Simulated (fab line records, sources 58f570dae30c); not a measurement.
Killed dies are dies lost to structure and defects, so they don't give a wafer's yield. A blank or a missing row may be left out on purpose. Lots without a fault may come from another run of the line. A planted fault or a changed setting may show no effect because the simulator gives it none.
A struck lot beside a sound one | flow berkeley_cmos170 | 14 steps out of a route of 331
Sound: wafers L183.1, L183.3, L183.5. Struck: wafers L195.2, L195.5, L195.6. The cause comes at the end.
At each step with rows: each side's tool, then ch and its chambers, then its first start. Under that, the readings that differ: sound wafers | struck wafers | difference of the means | sigmas: that difference in standard deviations of wafers without a fault.
alike: readings whose means differ by less than 2 such deviations, and words and numbers that are the same on both sides. not compared: withheld readings, readings that some wafer has no value for, bounds like >300 that may hide the same value, and numbers for which the record gives no deviation and whose values overlap.
The two part at a step that has a row with sigmas, a row that says differs or no value, or rows on one side only. Numbers that don't overlap but have no deviation are shown without sigmas and don't part them. A reading that every wafer of one side lacks parts them only if that side has two wafers or more.

UCB170_M1_CD_MEAS_90: target cd 700 nm.
  sound on cd_sem-01, day 9 13:41; struck on cd_sem-01, day 12 02:37
  alike: cd_nm
then, 1 step without rows for these wafers: UCB170_M1_ANNEAL_14 (time 1200 s).
UCB170_V1_CVD_00: deposits SiO2 from TEOS/O2, target thk 2000 nm, time 250 s.
  sound on pecvd-03 ch 0,1, day 9 15:08; struck on pecvd-03 ch 0,1,2, day 12 04:49
  alike: heater_power_w, susceptor_temp_C
UCB170_V1_THK_MEAS_01:
  sound on film_metro-02, day 9 15:17; struck on film_metro-04, day 12 04:59
  alike: V1_TEOS_THK
UCB170_V1_CMP_02: polishes SiO2.
  sound on cmp-01 ch 2,3, day 9 15:20; struck on cmp-01 ch 0,1, day 12 05:05
  reading             | sound          | struck         | difference | sigmas
  motor_current_A (A) | 14.3 19.1 20.1 | 13.6 13.7 14.5 | -3.9       | -2
UCB170_V1_BOW_MEAS_03:
  sound on film_metro-04, day 9 15:38; struck on film_metro-04, day 12 05:22
  alike: V1_BOW
UCB170_V1_THK_MEAS_04:
  sound on film_metro-04, day 9 15:46; struck on film_metro-04, day 12 05:28
  alike: V1_POLISHED_THK
then, 5 steps without rows for these wafers: UCB170_V1_CLEAN_05 (cleans in DIW); UCB170_V1_HMDS_06 (prime time 60 s); UCB170_V1_COAT_07 (resist thk 900 nm); UCB170_V1_SOFTBAKE_08 (time 60 s); UCB170_V1_EXPOSE_09 (exposes mask VIA1, target cd 700 nm).
UCB170_V1_PEB_10:
  sound on litho_track-03 ch 0, day 9 16:41; struck on litho_track-01, day 12 06:43
  no value came back on the struck wafers for chill_plate_temp_C (C), exhaust_pa (Pa); on the sound wafers chill_plate_temp_C (C) reads 22.85 22.98 22.87
then, 1 step without rows for these wafers: UCB170_V1_DEVELOP_11 (develop time 45 s).

WHERE THEY PART
First at UCB170_V1_CMP_02; last, within this record, at UCB170_V1_PEB_10.

WHY: what the simulator had put in
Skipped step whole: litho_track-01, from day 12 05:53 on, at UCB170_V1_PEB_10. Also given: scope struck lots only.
